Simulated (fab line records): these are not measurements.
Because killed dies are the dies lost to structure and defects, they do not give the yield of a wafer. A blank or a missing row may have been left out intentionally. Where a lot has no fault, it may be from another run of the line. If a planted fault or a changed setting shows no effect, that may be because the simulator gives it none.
Split-lot experiment :: flow rit-cmos :: route with 202 steps; 5 lots, 23 wafers read

== THE SPLIT ==
At RIT_GATE_EXPOSE_13 (exposes mask M6, target cd 150 nm), the setting dose-mj was moved away from the recipe's 380 on 6 of the 23 wafers read, by -5.6% to +3.2%. All remaining wafers had this setting at the recipe value.

== FROM THE SPLIT TO THE READING: what the file shows between them, 6 steps ==
- RIT_GATE_PEB_14
- RIT_GATE_DEVELOP_15: develop time 52.08 s
- RIT_GATE_CD_MEAS_16: target cd 150 nm
- RIT_GATE_HARDBAKE_18: time 60 s
- RIT_GATE_ETCH_19: etches poly-Si in SF6/CHF3/O2, stops on SiO2, time 165 s, target depth 312.5 nm
- RIT_GATE_STRIP_20: strips in O2, time 180 s

== THE READING ==
cd-nm (nm) at RIT_GATE_CD_MEAS_90, where the cd target is 150 nm. On this fab line, fault-free wafers typically give 150 nm with a standard deviation of 3.1 nm.

wafer: L074.1
tool, chamber at the split: iline-stepper-01, 0
dose-mj as run: 380
against the recipe: recipe
cd-nm, nm: 149
against lot-mates on the recipe: -

wafer: L074.2
tool, chamber at the split: iline-stepper-01, 0
dose-mj as run: 380
against the recipe: recipe
cd-nm, nm: 148
against lot-mates on the recipe: -

wafer: L074.4
tool, chamber at the split: iline-stepper-01, 0
dose-mj as run: 380
against the recipe: recipe
cd-nm, nm: 150
against lot-mates on the recipe: -

wafer: L074.5
tool, chamber at the split: iline-stepper-01, 0
dose-mj as run: 380
against the recipe: recipe
cd-nm, nm: 150
against lot-mates on the recipe: -

wafer: L074.6
tool, chamber at the split: iline-stepper-01, 0
dose-mj as run: 380
against the recipe: recipe
cd-nm, nm: 148
against lot-mates on the recipe: -

wafer: L075.1
tool, chamber at the split: iline-stepper-01, 0
dose-mj as run: 358.8
against the recipe: -5.6%
cd-nm, nm: 180
against lot-mates on the recipe: +30

wafer: L075.2
tool, chamber at the split: iline-stepper-01, 0
dose-mj as run: 358.8
against the recipe: -5.6%
cd-nm, nm: 184
against lot-mates on the recipe: +34

wafer: L075.3
tool, chamber at the split: iline-stepper-01, 0
dose-mj as run: 380
against the recipe: recipe
cd-nm, nm: 150
against lot-mates on the recipe: -

wafer: L075.4
tool, chamber at the split: iline-stepper-01, 0
dose-mj as run: 380
against the recipe: recipe
cd-nm, nm: 151
against lot-mates on the recipe: -

wafer: L075.6
tool, chamber at the split: iline-stepper-01, 0
dose-mj as run: 358.8
against the recipe: -5.6%
cd-nm, nm: 179
against lot-mates on the recipe: +28

wafer: L080.4
tool, chamber at the split: iline-stepper-02, 0
dose-mj as run: 380
against the recipe: recipe
cd-nm, nm: 146
against lot-mates on the recipe: -

wafer: L080.5
tool, chamber at the split: iline-stepper-02, 0
dose-mj as run: 380
against the recipe: recipe
cd-nm, nm: 148
against lot-mates on the recipe: -

wafer: L080.6
tool, chamber at the split: iline-stepper-02, 0
dose-mj as run: 380
against the recipe: recipe
cd-nm, nm: 148
against lot-mates on the recipe: -

wafer: L081.1
tool, chamber at the split: iline-stepper-02, 0
dose-mj as run: 380
against the recipe: recipe
cd-nm, nm: 143
against lot-mates on the recipe: -

wafer: L081.2
tool, chamber at the split: iline-stepper-02, 0
dose-mj as run: 380
against the recipe: recipe
cd-nm, nm: 147
against lot-mates on the recipe: -

wafer: L081.3
tool, chamber at the split: iline-stepper-02, 0
dose-mj as run: 392.1
against the recipe: +3.2%
cd-nm, nm: 128
against lot-mates on the recipe: -17

wafer: L081.4
tool, chamber at the split: iline-stepper-02, 0
dose-mj as run: 392.1
against the recipe: +3.2%
cd-nm, nm: 128
against lot-mates on the recipe: -17

wafer: L081.5
tool, chamber at the split: iline-stepper-02, 0
dose-mj as run: 392.1
against the recipe: +3.2%
cd-nm, nm: 127
against lot-mates on the recipe: -18

wafer: L085.1
tool, chamber at the split: iline-stepper-01, 0
dose-mj as run: 380
against the recipe: recipe
cd-nm, nm: 154
against lot-mates on the recipe: -

wafer: L085.2
tool, chamber at the split: iline-stepper-01, 0
dose-mj as run: 380
against the recipe: recipe
cd-nm, nm: 153
against lot-mates on the recipe: -

wafer: L085.3
tool, chamber at the split: iline-stepper-01, 0
dose-mj as run: 380
against the recipe: recipe
cd-nm, nm: 154
against lot-mates on the recipe: -

wafer: L085.5
tool, chamber at the split: iline-stepper-01, 0
dose-mj as run: 380
against the recipe: recipe
cd-nm, nm: 153
against lot-mates on the recipe: -

wafer: L085.6
tool, chamber at the split: iline-stepper-01, 0
dose-mj as run: 380
against the recipe: recipe
cd-nm, nm: 151
against lot-mates on the recipe: -

FIT RESULTS
A straight line over all 23 wafers: cd-nm changes by -5.98 nm for each +1% of dose-mj; r = -0.98; the points scatter about the line by 2.9 nm.
The same after taking each lot's own level away (the mean of its wafers on the recipe; 23 wafers): -5.46 nm for each +1%; r = -1.00; scatter 1.3 nm.
According to that fit, moving dose-mj by its largest amount changes the reading by 30 nm.
Measured against the standard deviation above, the lots' own levels, which go from 145.0 to 153.0 nm, span 2.6 times it.
The two slopes agree, so the slope changes little with the lot-to-lot level.
Check: +30.8 nm against its lot-mates is what the line predicts for one of the wafers moved furthest among these (-5.6%) when that wafer is left out of the fit. Against them it came out at +29.5 nm.

== THESE WAFERS: OTHER SPLITS ==
These wafers also went through other splits before the reading. Each is held against what the fit with the lots' levels taken away leaves over:
other split on the same wafers: RIT_ACTIVE_CVD_03 pressure-mtorr
wafers away from the commonest value: 10
r with cd-nm (lot level and that fit taken away): +0.01

other split on the same wafers: RIT_ACTIVE_ETCH_13 rf-w
wafers away from the commonest value: 7
r with cd-nm (lot level and that fit taken away): +0.16

other split on the same wafers: RIT_NWELL_COAT_01 spin-rpm
wafers away from the commonest value: 10
r with cd-nm (lot level and that fit taken away): +0.39

other split on the same wafers: RIT_NWELL_IMPLANT_08 energy-kev
wafers away from the commonest value: 7
r with cd-nm (lot level and that fit taken away): -0.15

other split on the same wafers: RIT_PWELL_IMPLANT_08 energy-kev
wafers away from the commonest value: 9
r with cd-nm (lot level and that fit taken away): -0.03

other split on the same wafers: RIT_NRETRO_SOFTBAKE_02 temp-c
wafers away from the commonest value: 8
r with cd-nm (lot level and that fit taken away): -0.04

other split on the same wafers: RIT_NRETRO_IMPLANT_08 dose-cm2
wafers away from the commonest value: 5
r with cd-nm (lot level and that fit taken away): -0.04

other split on the same wafers: RIT_GATE_CVD_08 pressure-mtorr
wafers away from the commonest value: 10
r with cd-nm (lot level and that fit taken away): +0.00

== THE WHOLE CHAIN: every reading that the file lists as answering this split, in the file's order ==
step: RIT_GATE_DEVELOP_15
what it does: develop time 52.08 s
reading: GATE.cd-nm (the simulator's own value, which no gauge read)
change (the file's fit): -5.42 nm for each +1% of the setting
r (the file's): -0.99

step: RIT_GATE_CD_MEAS_16
what it does: target cd 150 nm
reading: cd-nm
change (the file's fit): -5.4 nm for each +1% of the setting
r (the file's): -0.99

step: RIT_GATE_CD_MEAS_90
what it does: target cd 150 nm
reading: cd-nm
change (the file's fit): -5.45 nm for each +1% of the setting
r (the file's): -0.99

== THE FILE'S OWN FIT ==
cd-nm changes by -5.45 nm for each +1% of dose-mj, r = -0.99.
